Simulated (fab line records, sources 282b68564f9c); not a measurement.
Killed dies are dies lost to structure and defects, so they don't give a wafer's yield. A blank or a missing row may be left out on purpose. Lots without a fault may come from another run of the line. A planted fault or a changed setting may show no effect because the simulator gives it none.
One fault seen from 2 desks | flow rit_cmos | each desk has only its own numbers; what lay behind them comes last

THE TOOL OWNER'S DESK: pvd_sputter-02
The tool's own readings at RIT_M1_SPUTTER_00 (material Al, target thk 400 nm, time 500 s): means of the sampled wafers that have a number, for each lot that ran on this tool. A lot is out of limits, marked OUT, if its mean lies more than 4 standard deviations from the usual mean; the brackets give that distance.
Columns: A = throttle_valve_pct at RIT_M1_SPUTTER_00, usual 30.2 %
lot  | first seen here | A
L320 | day 3 17:17     | 29.2
L322 | day 4 05:27     | 30.0
L324 | day 4 08:48     | 30.0
L326 | day 4 19:41     | 30.0
L328 | day 5 07:53     | 30.5
L330 | day 5 14:43     | 30.6
This desk's finding: nothing out of limits on any of the 6 lots.

THE METROLOGY DESK
What the gauges read, lot by lot, whatever tool the lot ran on: means of the sampled wafers that have a number. A lot is out of limits, marked OUT, if its mean lies more than 4 standard deviations from the usual mean; the brackets give that distance.
Columns: A = NLDD_TW at RIT_NLDD_TW_MEAS_10, usual 2487; B = PLDD_OVL at RIT_PLDD_OVL_MEAS_06, usual -1.5 nm; C = M1_AL_RS at RIT_M1_RS_MEAS_01, usual 0.0732 ohm/sq; D = M1_AL_THK at RIT_M1_THK_MEAS_02, usual 402 nm; E = cd_nm at RIT_M1_CD_MEAS_09, usual 2600.1 nm
lot  | first seen here | A    | B    | C      | D   | E
L320 | day 3 06:32     | 2492 | -2.5 | 0.0740 | 399 | 2603.4
L321 | day 3 10:34     | 2460 | -1.9 | 0.0735 | 400 | 2599.1
L322 | day 3 18:05     | 2503 | -2.9 | 0.0736 | 400 | 2597.9
L323 | day 3 20:38     | 2499 | -1.7 | 0.0739 | 398 | 2596.2
L324 | day 3 20:52     | 2494 | -1.9 | 0.0733 | 400 | 2596.3
L325 | day 4 05:38     | 2513 | 0.5  | 0.0729 | 401 | 2599.1
L326 | day 4 08:35     | 2458 | -1.0 | 0.0732 | 402 | 2601.3
L328 | day 4 21:06     | 2465 | -1.7 | 0.0723 | 407 | 2600.3
L330 | day 5 03:50     | 2499 | -2.4 | 0.0721 | 409 | 2620.9 (+7.2) OUT
L331 | day 5 10:18     | 2492 | -1.5 | 0.0740 | 397 | 2600.0
L337 | day 6 15:48     | 2477 | -1.8 | 0.0747 | 394 | 2603.8
L339 | day 7 02:21     | 2491 | 0.8  | 0.0738 | 399 | 2600.7
L341 | day 7 10:40     | 2475 | -2.6 | 0.0730 | 405 | 2598.4
This desk's finding: out of limits on L330; first on L330, day 5 16:07 (cd_nm at RIT_M1_CD_MEAS_09). In limits: L320, L321, L322, L323, L324, L325, L326, L328, L331, L337, L339, L341.

PUT TOGETHER
The metrology desk could have raised an alarm at day 5 16:07, on L330.
The tool owner's desk saw nothing out of limits.
The tool owner's desk has L330 on record, within its limits.
Of the lots named, all ran RIT_M1_SPUTTER_00 on pvd_sputter-02.

WHAT THE SIMULATOR HAD PUT IN
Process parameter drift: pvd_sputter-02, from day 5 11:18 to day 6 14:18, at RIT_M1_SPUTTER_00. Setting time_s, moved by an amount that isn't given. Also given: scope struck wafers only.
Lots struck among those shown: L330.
Hours from the fault's start to each desk's first reading out of limits: the metrology desk, 5.
